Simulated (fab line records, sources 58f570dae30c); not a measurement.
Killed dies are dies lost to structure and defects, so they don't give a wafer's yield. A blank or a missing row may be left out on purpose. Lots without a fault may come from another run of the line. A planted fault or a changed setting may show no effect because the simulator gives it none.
A struck lot beside a sound one | flow berkeley_cmos170 | 16 steps out of a route of 331
Sound: wafers L976.1, L976.2, L976.5. Struck: wafers L981.1, L981.5, L981.6. The cause comes at the end.
At each step with rows: each side's tool, then ch and its chambers, then its first start. Under that, the readings that differ: sound wafers | struck wafers | difference of the means | sigmas: that difference in standard deviations of wafers without a fault.
alike: readings whose means differ by less than 2 such deviations, and words and numbers that are the same on both sides. not compared: withheld readings, readings that some wafer has no value for, bounds like >300 that may hide the same value, and numbers for which the record gives no deviation and whose values overlap.
The two part at a step that has a row with sigmas, a row that says differs or no value, or rows on one side only. Numbers that don't overlap but have no deviation are shown without sigmas and don't part them. A reading that every wafer of one side lacks parts them only if that side has two wafers or more.

UCB170_ACTIVE_THK_MEAS_03:
  sound on film_metro-02, day 4 03:07; struck on film_metro-04, day 4 23:20
  alike: ACTIVE_OXIDE_THK
then, 2 steps without rows for these wafers: UCB170_ACTIVE_ANNEAL_04 (time 900 s); UCB170_ACTIVE_CVD_05 (deposits Si3N4 from SiH2Cl2/NH3, target thk 220 nm, time 3300 s).
UCB170_ACTIVE_THK_MEAS_06:
  sound on film_metro-03, day 4 11:35; struck on film_metro-03, day 5 06:56
  alike: ACTIVE_NITRIDE_THK
then, 6 steps without rows for these wafers: UCB170_ACTIVE_HMDS_07 (prime time 60 s); UCB170_ACTIVE_COAT_08 (resist thk 900 nm); UCB170_ACTIVE_SOFTBAKE_09 (time 60 s); UCB170_ACTIVE_EXPOSE_10 (exposes mask ACTIVE, target cd 1200 nm); UCB170_ACTIVE_PEB_11; UCB170_ACTIVE_DEVELOP_12 (develop time 45 s).
UCB170_ACTIVE_CD_MEAS_13: target cd 1200 nm.
  sound on cd_sem-01, day 4 13:29; struck on cd_sem-01, day 5 08:17
  alike: cd_nm
UCB170_ACTIVE_OVL_MEAS_14:
  sound on overlay-02, day 4 13:37; struck on overlay-02, day 5 08:25
  alike: ACTIVE_OVL
UCB170_ACTIVE_ETCH_15: etches Si3N4 in CH3F/Ar/O2, stops on SiO2, target depth 242 nm, time 151 s.
  sound on rie_diel-01 ch 0,1, day 4 13:38; struck on rie_diel-03 ch 0,3, day 5 08:26
  no value came back on the struck wafers for any of 6 readings (CH3F_flow_sccm (sccm), O2_flow_sccm (sccm) and others); on the sound wafers CH3F_flow_sccm (sccm) reads 19.99 19.98 19.94
  reading                                       | sound             | struck            | difference | sigmas
  model.KrF_of_ACTIVE_COAT_08.thk_nm (nm)       | 731.7 726.4 730   | 889.5 889.4 889.5 | +160.1     |
  model.SiO2_of_ACTIVE_OXIDATION_02.thk_nm (nm) | 22.31 22.57 22.89 | 26.33 26.75 26.15 | +3.82      |
  not compared: rf_hours_counter_h
UCB170_ACTIVE_STRIP_16: strips in O2.
  sound on plasma_asher-03 ch 0,1, day 4 13:44; struck on plasma_asher-02 ch 0,1, day 5 08:32
  reading                      | sound             | struck            | difference | sigmas
  oes_product_au (a.u.)        | 0.721 0.729 0.719 | 0.742 0.733 0.737 | +0.014     | +3
  strip_time_to_endpoint_s (s) | 18.25 18.13 18.21 | 21.72 21.72 21.72 | +3.52      | +32
  alike: drypump_motor_current_A
  not compared: rf_hours_counter_h
UCB170_ACTIVE_CD_MEAS_90: target cd 1200 nm.
  sound on cd_sem-02, day 4 13:52; struck on cd_sem-02, day 5 08:38
  reading    | sound                | struck | difference                    | sigmas
  cd_nm (nm) | 1198.8 1200.3 1198.9 | - - -  | no value on the struck wafers |
then, 1 step without rows for these wafers: UCB170_ACTIVE_CLEAN_17 (cleans in SPM, time 600 s).

WHERE THEY PART
First at UCB170_ACTIVE_ETCH_15; last, within this record, at UCB170_ACTIVE_CD_MEAS_90.

WHY: what the simulator had put in
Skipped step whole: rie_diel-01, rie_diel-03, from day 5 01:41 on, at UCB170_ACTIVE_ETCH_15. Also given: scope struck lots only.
